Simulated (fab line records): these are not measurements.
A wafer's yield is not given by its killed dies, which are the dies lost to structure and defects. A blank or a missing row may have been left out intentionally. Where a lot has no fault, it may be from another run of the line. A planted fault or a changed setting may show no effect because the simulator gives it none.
fab line records -- flow berkeley-cmos170
record: lots: 15, wafers: 45, last-day: 12
route steps=331 shown PVT@116 GATE@139 SDANNEAL@204
lots untouched by any fault: they come from a run of this same line in which no faults occurred
start-h: the number of hours between the record's first day and the start of the first shown wafer of the lot -- wait-h: time in hours since the lot's previous step -- " same as the row above -- L1.1+2: one row covering several wafers at once -- - no value present, or no start provided -- * or withheld: withheld -- < > ~ a bound
route shown NAME@n: a module of which the file shows steps, and the number in the route of the first -- usual: mean/standard deviation of fault-free wafers -- same: alike in all rows -- chamber/n: place in a boat -- sites: the reading at each site -- _std_site: standard deviation across them -- _edge_site: inner sites' mean taken away from outer sites' mean -- radius-mm: how far each site lies from the wafer's centre -- mask NAME#n: copy n -- behind: the tool/chamber that last shaped the wafer -- hold: what put the lot on hold/how long, in hours/how the hold closed -- device: the transistor (n, p or np) that didn't switch -- end of line: at the end of the route, the tests of the same wafers -- a step without rows: its recipe alone -- killed: at the first sort, the dies lost to defects and structure; wafer yield is something else -- map: a wafer's dies, marking killed ones x, the rest . and places with no die _
set.NAME: setting as actually run; set.NAME@STEP: the setting as run at that earlier step -- model.NAME: the simulator's own value behind a step, which no gauge read
route steps across a sampled set of lots; one table per step, one row per wafer
services: the hour from which a tool's chamber was out of use, counted from the record's first day as start-h (under 0 if before that day), plus the number of hours and why
== steps ==
step: UCB170_PVT_COAT_01
recipe: resist: KrF, spin-rpm: 1500, resist-thk-nm: 900
usual: spin-speed-rpm: 1500.1/1.1
lot.wafer,tool,chamber,start-h,wait-h,spin-speed-rpm
L904.2,litho-track-03,0,134.04,0.1,1499.7
L904.3,litho-track-03,0,134.04,0.1,1500.7
L904.4,litho-track-03,0,134.04,0.1,1498.0
L903.1,litho-track-02,0,134.09,0.1,1499.6
L903.4,litho-track-02,0,134.09,0.1,1498.5
L903.6,litho-track-02,0,134.09,0.1,1498.6
L907.1,litho-track-03,0,156.15,0.1,1500.4
L907.3,litho-track-03,0,156.15,0.1,1499.8
L907.4,litho-track-03,0,156.15,0.1,1499.0
L905.1,litho-track-02,0,156.31,0.1,1502.4
L905.2,litho-track-02,0,156.31,0.1,1500.6
L905.3,litho-track-02,0,156.31,0.1,1499.6
L906.1,litho-track-03,0,156.60,0.1,1500.7
L906.2,litho-track-03,0,156.60,0.1,1499.1
L906.6,litho-track-03,0,156.60,0.1,1500.7
L912.2,litho-track-03,0,173.07,0.1,1499.4
L912.3,litho-track-03,0,173.07,0.1,1499.8
L912.6,litho-track-03,0,173.07,0.1,1499.6
L913.4,litho-track-02,0,193.99,0.1,1500.0
L913.5,litho-track-02,0,193.99,0.1,1499.8
L913.6,litho-track-02,0,193.99,0.1,1499.3
L915.1,litho-track-03,0,194.08,0.1,1500.9
L915.2,litho-track-03,0,194.08,0.1,1500.2
L915.6,litho-track-03,0,194.08,0.1,1500.3
L914.2,litho-track-03,0,194.56,0.1,1500.4
L914.4,litho-track-03,0,194.56,0.1,1500.9
L914.5,litho-track-03,0,194.56,0.1,1501.8
L917.3,litho-track-02,0,200.18,0.1,1500.1
L917.4,litho-track-02,0,200.18,0.1,1501.6
L917.5,litho-track-02,0,200.18,0.1,1501.2
L918.1,litho-track-03,0,209.21,0.1,1451.4
L918.5,litho-track-03,0,209.21,0.1,1450.7
L918.6,litho-track-03,0,209.21,0.1,1449.4
L920.2,litho-track-03,0,209.68,0.1,1450.8
L920.3,litho-track-03,0,209.68,0.1,1449.2
L920.5,litho-track-03,0,209.68,0.1,1450.6
L924.1,litho-track-03,0,225.69,0.1,1451.2
L924.4,litho-track-03,0,225.69,0.1,1451.3
L924.6,litho-track-03,0,225.69,0.1,1451.7
L923.1,litho-track-02,0,225.87,0.1,1500.5
L923.3,litho-track-02,0,225.87,0.1,1501.6
L923.5,litho-track-02,0,225.87,0.1,1500.3
L926.1,litho-track-02,0,239.81,0.1,1502.0
L926.4,litho-track-02,0,239.81,0.1,1500.8
L926.5,litho-track-02,0,239.81,0.1,1502.2
step: UCB170_PVT_STRIP_08
recipe: chemistry: O2, power-w: 400, pressure-mtorr: 3500, platen-temp-c: withheld, o2-flow-sccm: 400, overash-fraction: 0.5
usual: drypump-motor-current-A: 5.6/0.4, oes-product-au: 0.734/0.0043, strip-time-to-endpoint-s: 21.60/0.057
lot.wafer,tool,chamber,start-h,wait-h,drypump-motor-current-A,oes-product-au,rf-hours-counter-h,strip-time-to-endpoint-s
L904.2,plasma-asher-04,0,134.90,0.1,5.5,0.742,35,21.64
L904.3,plasma-asher-04,1,134.90,0.1,5.5,0.737,-,21.64
L904.4,plasma-asher-04,0,134.90,0.1,5.5,0.730,-,21.70
L903.1,plasma-asher-04,1,135.10,0.1,5.5,0.740,36,21.55
L903.4,plasma-asher-04,1,135.10,0.1,5.5,0.742,-,21.45
L903.6,plasma-asher-04,1,135.10,0.1,5.5,0.734,-,21.49
L907.1,plasma-asher-03,0,158.26,0.1,5.6,0.729,43,21.58
L907.3,plasma-asher-03,0,158.26,0.1,5.7,0.737,-,21.59
L907.4,plasma-asher-03,1,158.26,0.1,5.9,0.736,-,21.53
L905.1,plasma-asher-04,1,158.49,0.1,5.5,0.732,38,21.60
L905.2,plasma-asher-04,0,158.49,0.1,5.5,0.731,38,21.52
L905.3,plasma-asher-04,0,158.49,0.1,5.5,0.733,-,21.59
L906.1,plasma-asher-03,1,158.76,0.1,5.9,0.732,43,21.60
L906.2,plasma-asher-03,0,158.76,0.1,5.6,0.735,43,21.56
L906.6,plasma-asher-03,1,158.76,0.1,5.9,0.741,-,21.54
L912.2,plasma-asher-03,1,174.05,0.1,5.8,0.741,45,21.63
L912.3,plasma-asher-03,1,174.05,0.1,5.9,0.731,-,21.62
L912.6,plasma-asher-03,0,174.05,0.1,5.6,0.737,-,21.63
L913.4,plasma-asher-03,1,195.78,0.1,5.8,0.742,-,21.59
L913.5,plasma-asher-03,0,195.78,0.1,5.7,0.735,-,21.63
L913.6,plasma-asher-03,1,195.78,0.1,5.8,0.734,-,21.57
L915.1,plasma-asher-03,0,196.02,0.1,5.7,0.740,48,21.57
L915.2,plasma-asher-03,1,196.02,0.1,5.8,0.737,48,21.54
L915.6,plasma-asher-03,0,196.02,0.1,5.7,0.725,-,21.61
L914.2,plasma-asher-02,1,196.09,0.1,4.8,0.733,46,21.68
L914.4,plasma-asher-02,1,196.09,0.1,4.8,0.730,-,21.69
L914.5,plasma-asher-02,0,196.09,0.1,6.4,0.737,-,21.63
L917.3,plasma-asher-04,1,201.30,0.1,5.5,0.736,-,21.54
L917.4,plasma-asher-04,0,201.30,0.1,5.4,0.728,-,21.65
L917.5,plasma-asher-04,0,201.30,0.1,5.4,0.734,-,21.66
L918.1,plasma-asher-02,1,210.96,0.1,4.8,0.745,48,22.11
L918.5,plasma-asher-02,0,210.96,0.1,6.4,0.733,-,22.02
L918.6,plasma-asher-02,1,210.96,0.1,4.8,0.728,-,22.05
L920.2,plasma-asher-03,1,211.42,0.1,5.8,0.733,50,21.94
L920.3,plasma-asher-03,0,211.42,0.1,5.7,0.736,-,21.98
L920.5,plasma-asher-03,1,211.42,0.1,5.8,0.740,-,21.98
L924.1,plasma-asher-04,0,226.87,0.1,5.5,0.739,45,21.97
L924.4,plasma-asher-04,1,226.87,0.1,5.5,0.736,-,21.93
L924.6,plasma-asher-04,1,226.87,0.1,5.5,0.736,-,21.98
L923.1,plasma-asher-03,0,226.90,0.1,5.7,0.735,52,21.64
L923.3,plasma-asher-03,1,226.90,0.1,5.8,0.733,-,21.65
L923.5,plasma-asher-03,1,226.90,0.1,5.9,0.741,-,21.66
L926.1,plasma-asher-03,0,241.27,0.1,5.7,0.733,53,21.67
L926.4,plasma-asher-03,1,241.27,0.1,5.8,0.743,-,21.74
L926.5,plasma-asher-03,0,241.27,0.1,5.7,0.734,-,21.69
step: UCB170_GATE_OVL_MEAS_13
usual: GATE_OVL: -1/5.8
lot.wafer,tool,chamber,start-h,wait-h,GATE_OVL[nm]
L903.1,overlay-01,-,155.85,0.1,0
L903.4,overlay-01,-,155.85,0.1,-5
L903.6,overlay-01,-,155.85,0.1,-5
L904.2,overlay-01,-,156.13,0.1,5
L904.3,overlay-01,-,156.13,0.1,3
L904.4,overlay-01,-,156.13,0.1,4
L907.1,overlay-02,-,170.00,0.1,-6
L907.3,overlay-02,-,170.00,0.1,-13
L907.4,overlay-02,-,170.00,0.1,-15
L906.1,overlay-02,-,170.23,0.1,7
L906.2,overlay-02,-,170.23,0.1,9
L906.6,overlay-02,-,170.23,0.1,2
L905.1,overlay-02,-,170.50,0.1,0
L905.2,overlay-02,-,170.50,0.1,-5
L905.3,overlay-02,-,170.50,0.1,-9
L912.2,overlay-02,-,186.40,0.1,-1
L912.3,overlay-02,-,186.40,0.1,-2
L912.6,overlay-02,-,186.40,0.1,3
L915.1,overlay-02,-,205.68,0.1,6
L915.2,overlay-02,-,205.68,0.1,6
L915.6,overlay-02,-,205.68,0.1,5
L913.4,overlay-01,-,205.85,0.1,6
L913.5,overlay-01,-,205.85,0.1,4
L913.6,overlay-01,-,205.85,0.1,4
L914.2,overlay-02,-,205.96,0.1,5
L914.4,overlay-02,-,205.96,0.1,6
L914.5,overlay-02,-,205.96,0.1,6
L917.3,overlay-01,-,215.44,0.1,-7
L917.4,overlay-01,-,215.44,0.1,-6
L917.5,overlay-01,-,215.44,0.1,-6
L918.1,overlay-01,-,222.62,0.1,-2
L918.5,overlay-01,-,222.62,0.1,2
L918.6,overlay-01,-,222.62,0.1,-2
L920.2,overlay-01,-,223.73,0.1,0
L920.3,overlay-01,-,223.73,0.1,-7
L920.5,overlay-01,-,223.73,0.1,-10
L923.1,overlay-02,-,238.51,0.1,-4
L923.3,overlay-02,-,238.51,0.1,-4
L923.5,overlay-02,-,238.51,0.1,2
L924.1,overlay-02,-,238.84,0.1,-8
L924.4,overlay-02,-,238.84,0.1,0
L924.6,overlay-02,-,238.84,0.1,-7
L926.1,overlay-01,-,254.49,0.1,-8
L926.4,overlay-01,-,254.49,0.1,-5
L926.5,overlay-01,-,254.49,0.1,-10
step: UCB170_GATE_STRIP_16
recipe: chemistry: O2, power-w: 400, pressure-mtorr: 3500, platen-temp-c: withheld, o2-flow-sccm: 400, overash-fraction: 0.5
usual: drypump-motor-current-A: 5.7/0.36, oes-product-au: 0.725/0.0042
lot.wafer,tool,chamber,start-h,wait-h,drypump-motor-current-A,oes-product-au,rf-hours-counter-h
L903.1,plasma-asher-03,0,155.97,0.0,5.7,0.721,43
L903.4,plasma-asher-03,1,155.97,0.0,5.8,0.727,-
L903.6,plasma-asher-03,0,155.97,0.0,5.7,0.727,-
L904.2,plasma-asher-04,1,156.25,0.0,5.5,0.726,37
L904.3,plasma-asher-04,0,156.25,0.0,5.5,0.720,-
L904.4,plasma-asher-04,1,156.25,0.0,5.5,0.719,-
L907.1,plasma-asher-04,0,170.13,0.0,5.5,0.730,39
L907.3,plasma-asher-04,1,170.13,0.0,5.5,0.725,-
L907.4,plasma-asher-04,0,170.13,0.0,5.5,0.729,-
L906.1,plasma-asher-04,1,170.36,0.0,5.5,0.730,39
L906.2,plasma-asher-04,0,170.36,0.0,5.5,0.727,39
L906.6,plasma-asher-04,0,170.36,0.0,5.4,0.723,-
L905.1,plasma-asher-03,0,170.64,0.0,5.7,0.716,45
L905.2,plasma-asher-03,1,170.64,0.0,5.8,0.720,45
L905.3,plasma-asher-03,1,170.64,0.0,5.8,0.723,-
L912.2,plasma-asher-04,0,186.52,0.0,5.5,0.731,41
L912.3,plasma-asher-04,0,186.52,0.0,5.5,0.726,-
L912.6,plasma-asher-04,0,186.52,0.0,5.5,0.723,-
L915.1,plasma-asher-04,0,205.81,0.0,5.5,0.726,43
L915.2,plasma-asher-04,1,205.81,0.0,5.5,0.716,43
L915.6,plasma-asher-04,1,205.81,0.0,5.5,0.727,-
L913.4,plasma-asher-01,0,205.99,0.1,6.7,0.727,-
L913.5,plasma-asher-01,1,205.99,0.1,5.5,0.721,-
L913.6,plasma-asher-01,0,205.99,0.1,6.6,0.724,-
L914.2,plasma-asher-03,0,206.08,0.0,5.7,0.727,49
L914.4,plasma-asher-03,1,206.08,0.0,5.9,0.725,-
L914.5,plasma-asher-03,0,206.08,0.0,5.6,0.724,-
L917.3,plasma-asher-01,1,215.59,0.1,5.5,0.724,-
L917.4,plasma-asher-01,0,215.59,0.1,6.7,0.729,-
L917.5,plasma-asher-01,1,215.59,0.1,5.5,0.730,-
L918.1,plasma-asher-04,1,222.75,0.0,5.5,0.735,45
L918.5,plasma-asher-04,1,222.75,0.0,5.5,0.730,-
L918.6,plasma-asher-04,0,222.75,0.0,5.5,0.727,-
L920.2,plasma-asher-04,1,223.85,0.0,5.5,0.722,45
L920.3,plasma-asher-04,0,223.85,0.0,5.5,0.722,-
L920.5,plasma-asher-04,1,223.85,0.0,5.5,0.723,-
L923.1,plasma-asher-03,0,238.64,0.0,5.6,0.726,53
L923.3,plasma-asher-03,0,238.64,0.0,5.7,0.723,-
L923.5,plasma-asher-03,0,238.64,0.0,5.7,0.730,-
L924.1,plasma-asher-04,0,238.97,0.0,5.4,0.724,47
L924.4,plasma-asher-04,0,238.97,0.0,5.5,0.723,-
L924.6,plasma-asher-04,1,238.97,0.0,5.5,0.720,-
L926.1,plasma-asher-04,0,254.62,0.0,5.5,0.724,49
L926.4,plasma-asher-04,1,254.62,0.0,5.5,0.727,-
L926.5,plasma-asher-04,1,254.62,0.0,5.5,0.730,-
step: UCB170_SDANNEAL_RTA_00
recipe: temp-c: 900, time-s: 10, ambient: N2
usual: lamp-power-pct: 23.7/1.4, wafer_temp_C_max: 903.9/0.83
lot.wafer,tool,chamber,start-h,wait-h,lamp-power-pct,wafer_temp_C_max
L903.1,rtp-anneal-01,0,171.63,0.0,24.9,904.1
L903.4,rtp-anneal-01,0,171.63,0.0,24.9,904.2
L903.6,rtp-anneal-01,0,171.63,0.0,24.9,904.5
L904.2,rtp-anneal-01,0,172.63,0.0,24.9,903.2
L904.3,rtp-anneal-01,0,172.63,0.0,24.9,903.0
L904.4,rtp-anneal-01,0,172.63,0.0,24.9,903.7
L907.1,rtp-anneal-02,0,184.82,0.0,22.0,903.7
L907.3,rtp-anneal-02,0,184.82,0.0,22.0,903.6
L907.4,rtp-anneal-02,0,184.82,0.0,22.0,902.7
L906.1,rtp-anneal-02,0,185.35,0.0,22.0,903.6
L906.2,rtp-anneal-02,0,185.35,0.0,22.0,904.1
L906.6,rtp-anneal-02,0,185.35,0.0,22.0,904.3
L905.1,rtp-anneal-01,0,185.72,0.0,24.9,903.6
L905.2,rtp-anneal-01,0,185.72,0.0,24.9,903.7
L905.3,rtp-anneal-01,0,185.72,0.0,25.0,903.0
L912.2,rtp-anneal-01,0,202.84,0.0,24.9,904.5
L912.3,rtp-anneal-01,0,202.84,0.0,24.9,903.4
L912.6,rtp-anneal-01,0,202.84,0.0,24.9,903.8
L914.2,rtp-anneal-02,0,223.60,0.0,22.0,904.5
L914.4,rtp-anneal-02,0,223.60,0.0,22.0,902.9
L914.5,rtp-anneal-02,0,223.60,0.0,22.0,904.1
L915.1,rtp-anneal-02,0,223.78,0.0,22.0,903.6
L915.2,rtp-anneal-02,0,223.78,0.0,22.1,905.8
L915.6,rtp-anneal-02,0,223.78,0.0,22.0,903.6
L913.4,rtp-anneal-01,0,223.81,0.0,24.9,902.7
L913.5,rtp-anneal-01,0,223.81,0.0,25.0,904.3
L913.6,rtp-anneal-01,0,223.81,0.0,24.9,903.0
L917.3,rtp-anneal-02,0,232.97,0.0,22.0,903.9
L917.4,rtp-anneal-02,0,232.97,0.0,22.0,903.0
L917.5,rtp-anneal-02,0,232.97,0.0,22.0,905.0
L918.1,rtp-anneal-01,0,239.28,0.0,25.0,903.9
L918.5,rtp-anneal-01,0,239.28,0.0,24.9,903.2
L918.6,rtp-anneal-01,0,239.28,0.0,24.9,904.0
L920.2,rtp-anneal-02,0,240.63,0.0,22.0,904.8
L920.3,rtp-anneal-02,0,240.63,0.0,22.0,903.6
L920.5,rtp-anneal-02,0,240.63,0.0,22.0,903.6
L924.1,rtp-anneal-02,0,256.58,0.0,22.0,903.1
L924.4,rtp-anneal-02,0,256.58,0.0,22.0,903.2
L924.6,rtp-anneal-02,0,256.58,0.0,22.0,904.7
L923.1,rtp-anneal-01,0,256.93,0.0,25.0,904.6
L923.3,rtp-anneal-01,0,256.93,0.0,24.9,903.5
L923.5,rtp-anneal-01,0,256.93,0.0,24.9,904.2
L926.1,rtp-anneal-01,0,271.02,0.0,24.9,906.9
L926.4,rtp-anneal-01,0,271.02,0.0,24.9,904.2
L926.5,rtp-anneal-01,0,271.02,0.0,24.9,905.1
== services ==
tool,chamber,start-h,hours,kind
plasma-asher-02,-,113.67,7.6,repair
plasma-asher-01,0,117.75,-,clean
plasma-asher-01,1,117.75,-,clean
plasma-asher-02,-,131.17,6.4,repair
plasma-asher-01,-,168.37,2.7,repair
plasma-asher-04,-,194.13,2.8,pm
== key ==
first-sign: step: UCB170_PVT_COAT_01, reading: spin-speed-rpm, direction: down, sigmas: 46, usual: 1500.1, struck: 1450.7
effect: step: UCB170_PVT_STRIP_08, reading: strip-time-to-endpoint-s, direction: up, sigmas: 6.9, usual: *, struck: *
met-at UCB170_PVT_COAT_01
struck-lots L918,L920,L924
tester-left-out L918,L920,L924
not-acting-at UCB170_GATE_OVL_MEAS_13,UCB170_GATE_STRIP_16,UCB170_SDANNEAL_RTA_00
onset-between 194.56 209.21
fault: kind: process-parameter-drift, tool: litho-track-03, chamber: -, onset-h: 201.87, steps: UCB170_PVT_COAT_01, channel: spin-rpm, offset: -49.296, shape: step, end-h: 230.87, acts-in: these-recipes-only, stated: 1500
tester-left-out: of these lots the tester's yield and bins aren't shown, on N5 and GAA mostly nor the transistor test; their killed dies are dies lost to structure and defects alone, not to doping, threshold or leakage, so they don't give the yield
